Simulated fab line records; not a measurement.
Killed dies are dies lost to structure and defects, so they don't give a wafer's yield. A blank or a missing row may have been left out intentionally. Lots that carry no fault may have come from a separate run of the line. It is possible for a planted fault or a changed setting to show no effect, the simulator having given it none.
What tool caused it? + flow berkeley_cmos170 + 14 lots with 42 wafers sampled at 7 steps, on a route of 331 steps

WHAT EACH GAUGE READ, for each wafer
UCB170_NLDD_TW_MEAS_11. Usual: NLDD_TW 2239, standard deviation 23.
| lot  | measured     | on            | NLDD_TW        | flag |
|------|--------------|---------------|----------------|------|
| L611 | day 6 04:26  | film_metro-01 | 2257 2236 2229 |      |
| L612 | day 6 18:01  | film_metro-02 | 2220 2217 2222 |      |
| L618 | day 7 12:23  | film_metro-02 | 2228 2223 2224 |      |
| L617 | day 7 12:41  | film_metro-01 | 2250 2242 2242 |      |
| L614 | day 7 13:12  | film_metro-03 | 2268 2256 2258 |      |
| L616 | day 7 13:25  | film_metro-01 | 2236 2245 2243 |      |
| L621 | day 8 00:47  | film_metro-01 | 2231 2225 2231 |      |
| L620 | day 8 00:59  | film_metro-02 | 2216 2220 2216 |      |
| L622 | day 8 05:20  | film_metro-03 | 2269 2255 2268 |      |
| L624 | day 8 22:11  | film_metro-01 | 2219 2231 2226 |      |
| L627 | day 9 08:11  | film_metro-03 | 2264 2252 2257 |      |
| L626 | day 9 09:29  | film_metro-02 | 2221 2220 2211 |      |
| L630 | day 9 21:19  | film_metro-02 | 2226 2213 2207 |      |
| L633 | day 10 16:37 | film_metro-02 | 2198 2209 2205 |      |

UCB170_NSD_TW_MEAS_10. Usual: NSD_TW 4227, standard deviation 37.
| lot  | measured     | on            | NSD_TW         | flag |
|------|--------------|---------------|----------------|------|
| L611 | day 6 14:38  | film_metro-02 | 4171 4193 4191 |      |
| L612 | day 7 03:07  | film_metro-02 | 4213 4199 4226 |      |
| L618 | day 7 20:13  | film_metro-02 | 4194 4214 4206 |      |
| L617 | day 7 21:31  | film_metro-02 | 4217 4199 4175 |      |
| L614 | day 7 21:44  | film_metro-01 | 4237 4226 4249 |      |
| L616 | day 7 22:02  | film_metro-03 | 4277 4289 4277 |      |
| L621 | day 8 08:17  | film_metro-01 | 4209 4211 4231 |      |
| L620 | day 8 08:51  | film_metro-03 | 4278 4273 4281 |      |
| L622 | day 8 15:32  | film_metro-01 | 4210 4189 4203 |      |
| L624 | day 9 09:22  | film_metro-01 | 4436 4473 4439 | OFF  |
| L627 | day 9 15:40  | film_metro-01 | 4428 4442 4451 | OFF  |
| L626 | day 9 16:08  | film_metro-01 | 4214 4241 4226 |      |
| L630 | day 10 03:59 | film_metro-01 | 4230 4207 4216 |      |
| L633 | day 11 00:41 | film_metro-03 | 4320 4293 4281 |      |

UCB170_SDANNEAL_RS_MEAS_03: uses a four-point probe to measure. Usual: NSD_RS 37.30 ohm/sq, standard deviation 0.098.
| lot  | measured     | on            | NSD_RS (ohm/sq)   | flag |
|------|--------------|---------------|-------------------|------|
| L611 | day 6 19:13  | film_metro-02 | 37.47 37.37 37.44 |      |
| L612 | day 7 04:28  | film_metro-01 | 37.25 37.28 37.38 |      |
| L618 | day 7 21:58  | film_metro-02 | 37.44 37.51 37.44 |      |
| L617 | day 7 23:28  | film_metro-01 | 37.20 37.18 37.23 |      |
| L614 | day 7 23:53  | film_metro-03 | 37.32 37.29 37.18 |      |
| L616 | day 8 00:07  | film_metro-02 | 37.46 37.37 37.36 |      |
| L621 | day 8 09:31  | film_metro-02 | 37.35 37.24 37.27 |      |
| L620 | day 8 10:05  | film_metro-02 | 37.41 37.34 37.20 |      |
| L622 | day 8 17:45  | film_metro-02 | 37.40 37.47 37.43 |      |
| L624 | day 9 10:35  | film_metro-01 | 30.66 30.57 30.70 | OFF  |
| L627 | day 9 17:10  | film_metro-03 | 30.57 30.60 30.60 | OFF  |
| L626 | day 9 17:46  | film_metro-03 | 37.22 37.32 37.22 |      |
| L630 | day 10 05:26 | film_metro-03 | 37.24 37.28 37.26 |      |
| L633 | day 11 01:59 | film_metro-02 | 37.31 37.33 37.31 |      |

TOOL THAT RAN EACH LOT (tool first, then ch and the chambers of the sampled wafers, then the start)
| lot  | UCB170_PLDD_STRIP_10                 | UCB170_NLDD_STRIP_10                 | UCB170_NSD_IMPLANT_08           | UCB170_NSD_STRIP_09                  |
|------|--------------------------------------|--------------------------------------|---------------------------------|--------------------------------------|
| L611 | plasma_asher-04 ch 0,1, day 6 01:58  | plasma_asher-03 ch 0,1, day 6 04:22  | implanter-03 ch 0, day 6 14:25  | plasma_asher-04 ch 0,1, day 6 14:34  |
| L612 | plasma_asher-03 ch 0,1, day 6 14:01  | plasma_asher-03 ch 0,1, day 6 17:54  | implanter-01 ch 0, day 7 02:53  | plasma_asher-02 ch 0,1, day 7 03:00  |
| L618 | plasma_asher-01 ch 0,1, day 7 07:45  | plasma_asher-04 ch 0,1, day 7 12:17  | implanter-03 ch 0, day 7 19:58  | plasma_asher-04 ch 0, day 7 20:07    |
| L617 | plasma_asher-01 ch 0,1, day 7 08:48  | plasma_asher-03 ch 0,1, day 7 12:36  | implanter-03 ch 0, day 7 21:17  | plasma_asher-04 ch 0,1, day 7 21:25  |
| L614 | plasma_asher-04 ch 0,1, day 7 08:56  | plasma_asher-04 ch 0,1, day 7 13:05  | implanter-02 ch 0, day 7 21:31  | plasma_asher-04 ch 1, day 7 21:38    |
| L616 | plasma_asher-01 ch 0,1, day 7 09:14  | plasma_asher-02 ch 0,1, day 7 13:19  | implanter-01 ch 0, day 7 21:50  | plasma_asher-01 ch 0,1, day 7 21:56  |
| L621 | plasma_asher-01 ch 0,1, day 7 21:26  | plasma_asher-03 ch 0,1, day 8 00:41  | implanter-02 ch 0, day 8 08:03  | plasma_asher-04 ch 0,1, day 8 08:11  |
| L620 | plasma_asher-01 ch 0,1, day 7 22:23  | plasma_asher-04 ch 0,1, day 8 00:53  | implanter-03 ch 0, day 8 08:38  | plasma_asher-02 ch 0,1, day 8 08:46  |
| L622 | plasma_asher-01 ch 0,1, day 8 03:16  | plasma_asher-04 ch 0,1, day 8 05:12  | implanter-01 ch 0, day 8 15:19  | plasma_asher-02 ch 0,1, day 8 15:27  |
| L624 | plasma_asher-04 ch 0,1, day 8 20:02  | plasma_asher-03 ch 0,1, day 8 22:07  | implanter-03 ch 0, day 9 09:08  | plasma_asher-01 ch 0,1, day 9 09:17  |
| L627 | plasma_asher-01 ch 0, day 9 06:15    | plasma_asher-03 ch 0, day 9 08:05    | implanter-03 ch 0, day 9 15:25  | plasma_asher-01 ch 0,1, day 9 15:33  |
| L626 | plasma_asher-01 ch 0,1, day 9 07:20  | plasma_asher-04 ch 0, day 9 09:23    | implanter-01 ch 0, day 9 15:54  | plasma_asher-02 ch 0,1, day 9 16:03  |
| L630 | plasma_asher-04 ch 0,1, day 9 19:35  | plasma_asher-04 ch 0,1, day 9 21:13  | implanter-01 ch 0, day 10 03:46 | plasma_asher-04 ch 0,1, day 10 03:53 |
| L633 | plasma_asher-01 ch 0,1, day 10 14:44 | plasma_asher-04 ch 0,1, day 10 16:30 | implanter-01 ch 0, day 11 00:28 | plasma_asher-02 ch 0,1, day 11 00:35 |
- UCB170_PLDD_STRIP_10: strips in O2.
- UCB170_NLDD_STRIP_10: strips in O2.
- UCB170_NSD_IMPLANT_08
- UCB170_NSD_STRIP_09: strips in O2.

WHAT THE TOOLS THEMSELVES READ (means of the sampled wafers that have a number; where no wafer has one, the mark that the record gives instead)
UCB170_PLDD_STRIP_10. Usual: drypump_motor_current_A 5.8 A, standard deviation 0.53; oes_product_au 0.735 a.u., standard deviation 0.0048; strip_time_to_endpoint_s 21.64 s, standard deviation 0.067.
| lot  | tool            | drypump_motor_current_A (A) | oes_product_au (a.u.) | strip_time_to_endpoint_s (s) | flag |
|------|-----------------|-----------------------------|-----------------------|------------------------------|------|
| L611 | plasma_asher-04 | 6.1                         | 0.737                 | 21.63                        |      |
| L612 | plasma_asher-03 | 6.2                         | 0.733                 | 21.65                        |      |
| L618 | plasma_asher-01 | 5.6                         | 0.738                 | 21.66                        |      |
| L617 | plasma_asher-01 | 5.6                         | 0.731                 | 21.69                        |      |
| L614 | plasma_asher-04 | 5.5                         | 0.736                 | 21.72                        |      |
| L616 | plasma_asher-01 | 5.6                         | 0.736                 | 21.65                        |      |
| L621 | plasma_asher-01 | 5.6                         | 0.734                 | 21.70                        |      |
| L620 | plasma_asher-01 | 5.5                         | 0.734                 | 21.65                        |      |
| L622 | plasma_asher-01 | 5.5                         | 0.734                 | 21.65                        |      |
| L624 | plasma_asher-04 | 5.5                         | 0.734                 | 21.63                        |      |
| L627 | plasma_asher-01 | 5.8                         | 0.736                 | 21.56                        |      |
| L626 | plasma_asher-01 | 5.7                         | 0.738                 | 21.51                        |      |
| L630 | plasma_asher-04 | 6.1                         | 0.731                 | 21.61                        |      |
| L633 | plasma_asher-01 | 5.6                         | 0.735                 | 21.53                        |      |

UCB170_NLDD_STRIP_10. Usual: drypump_motor_current_A 5.9 A, standard deviation 0.63; oes_product_au 0.734 a.u., standard deviation 0.0047; strip_time_to_endpoint_s 21.64 s, standard deviation 0.065.
| lot  | tool            | drypump_motor_current_A (A) | oes_product_au (a.u.) | strip_time_to_endpoint_s (s) | flag |
|------|-----------------|-----------------------------|-----------------------|------------------------------|------|
| L611 | plasma_asher-03 | 6.2                         | 0.732                 | 21.71                        |      |
| L612 | plasma_asher-03 | 6.2                         | 0.731                 | 21.63                        |      |
| L618 | plasma_asher-04 | 6.0                         | 0.736                 | 21.63                        |      |
| L617 | plasma_asher-03 | 6.2                         | 0.737                 | 21.65                        |      |
| L614 | plasma_asher-04 | 5.5                         | 0.735                 | 21.68                        |      |
| L616 | plasma_asher-02 | 5.6                         | 0.731                 | 21.68                        |      |
| L621 | plasma_asher-03 | 6.1                         | 0.737                 | 21.65                        |      |
| L620 | plasma_asher-04 | 5.5                         | 0.731                 | 21.56                        |      |
| L622 | plasma_asher-04 | 5.5                         | 0.731                 | 21.70                        |      |
| L624 | plasma_asher-03 | 6.2                         | 0.734                 | 21.55                        |      |
| L627 | plasma_asher-03 | 6.2                         | 0.733                 | 21.70                        |      |
| L626 | plasma_asher-04 | 4.9                         | 0.735                 | 21.62                        |      |
| L630 | plasma_asher-04 | 5.5                         | 0.732                 | 21.56                        |      |
| L633 | plasma_asher-04 | 6.1                         | 0.732                 | 21.53                        |      |

UCB170_NSD_IMPLANT_08. Usual: beam_on_s 10.02 s, standard deviation 0.18; dose_ions_cm2 2.9998e+15, standard deviation 2.7e+12; faraday_current_uA 9236, standard deviation 170.
| lot  | tool         | beam_on_s (s) | dose_ions_cm2 | faraday_current_uA | flag |
|------|--------------|---------------|---------------|--------------------|------|
| L611 | implanter-03 | 9.87          | 3.0011e+15    | 9383               |      |
| L612 | implanter-01 | 9.94          | 3.0016e+15    | 9326               |      |
| L618 | implanter-03 | 9.91          | 2.9955e+15    | 9345               |      |
| L617 | implanter-03 | 10.08         | 2.9981e+15    | 9195               |      |
| L614 | implanter-02 | 9.80          | 2.9998e+15    | 9416               |      |
| L616 | implanter-01 | 10.21         | 2.9994e+15    | 9067               |      |
| L621 | implanter-02 | 10.03         | 2.9973e+15    | 9248               |      |
| L620 | implanter-03 | 10.13         | 3.0047e+15    | 9164               |      |
| L622 | implanter-01 | 10.18         | 2.9981e+15    | 9107               |      |
| L624 | implanter-03 | 14.94         | 5.5071e+15    | 11359              | OFF  |
| L627 | implanter-03 | 14.84         | 5.5086e+15    | 11425              | OFF  |
| L626 | implanter-01 | 9.87          | 3.0009e+15    | 9365               |      |
| L630 | implanter-01 | 9.89          | 3.0017e+15    | 9364               |      |
| L633 | implanter-01 | 9.93          | 2.9990e+15    | 9304               |      |

UCB170_NSD_STRIP_09. Usual: drypump_motor_current_A 5.7 A, standard deviation 0.55; oes_product_au 0.534 a.u., standard deviation 0.0046; strip_time_to_endpoint_s 35.82 s, standard deviation 0.064.
| lot  | tool            | drypump_motor_current_A (A) | oes_product_au (a.u.) | strip_time_to_endpoint_s (s) | flag |
|------|-----------------|-----------------------------|-----------------------|------------------------------|------|
| L611 | plasma_asher-04 | 5.5                         | 0.541                 | 35.75                        |      |
| L612 | plasma_asher-02 | 5.6                         | 0.536                 | 35.87                        |      |
| L618 | plasma_asher-04 | 4.9                         | 0.536                 | 35.77                        |      |
| L617 | plasma_asher-04 | 6.0                         | 0.534                 | 35.86                        |      |
| L614 | plasma_asher-04 | 6.7                         | 0.535                 | 35.79                        |      |
| L616 | plasma_asher-01 | 5.7                         | 0.539                 | 35.86                        |      |
| L621 | plasma_asher-04 | 5.5                         | 0.533                 | 35.95                        |      |
| L620 | plasma_asher-02 | 5.6                         | 0.530                 | 35.88                        |      |
| L622 | plasma_asher-02 | 5.6                         | 0.538                 | 35.82                        |      |
| L624 | plasma_asher-01 | 5.7                         | 0.490                 | 41.84                        | OFF  |
| L627 | plasma_asher-01 | 5.6                         | 0.492                 | 41.96                        | OFF  |
| L626 | plasma_asher-02 | 5.6                         | 0.538                 | 35.83                        |      |
| L630 | plasma_asher-04 | 5.5                         | 0.532                 | 35.78                        |      |
| L633 | plasma_asher-02 | 5.6                         | 0.532                 | 35.82                        |      |

THE ANSWER, worked out from the rows above alone
Rule: lot off if the mean of its wafers having a number is beyond 3 standard deviations from the usual mean. A lot without any number at a reading at which 4 lots or more have one is off too. Where the step has rows for the other lots, those lots are counted as sound. The gauges are gone through in route order, then the tools' own readings, and for those a lot's mean is taken as printed above. At the first step where some lot is off, the reading lying furthest off is the one used; lots without a number count as furthest.
Off: L624, L627, at UCB170_NSD_TW_MEAS_10 (NSD_TW).
A tool fits if, at a process step before that reading, it ran every lot that is off, and no sound lot after the first of them. The gauges at UCB170_NSD_TW_MEAS_10 aren't tried: what is off there is off at UCB170_NSD_IMPLANT_08 too, on other tools, and a gauge's error can't cause that. Can't be told from this: 3 tools fit, plasma_asher-03 at UCB170_NLDD_STRIP_10, implanter-03 at UCB170_NSD_IMPLANT_08, plasma_asher-01 at UCB170_NSD_STRIP_09.

WHAT THE SIMULATOR PUT IN
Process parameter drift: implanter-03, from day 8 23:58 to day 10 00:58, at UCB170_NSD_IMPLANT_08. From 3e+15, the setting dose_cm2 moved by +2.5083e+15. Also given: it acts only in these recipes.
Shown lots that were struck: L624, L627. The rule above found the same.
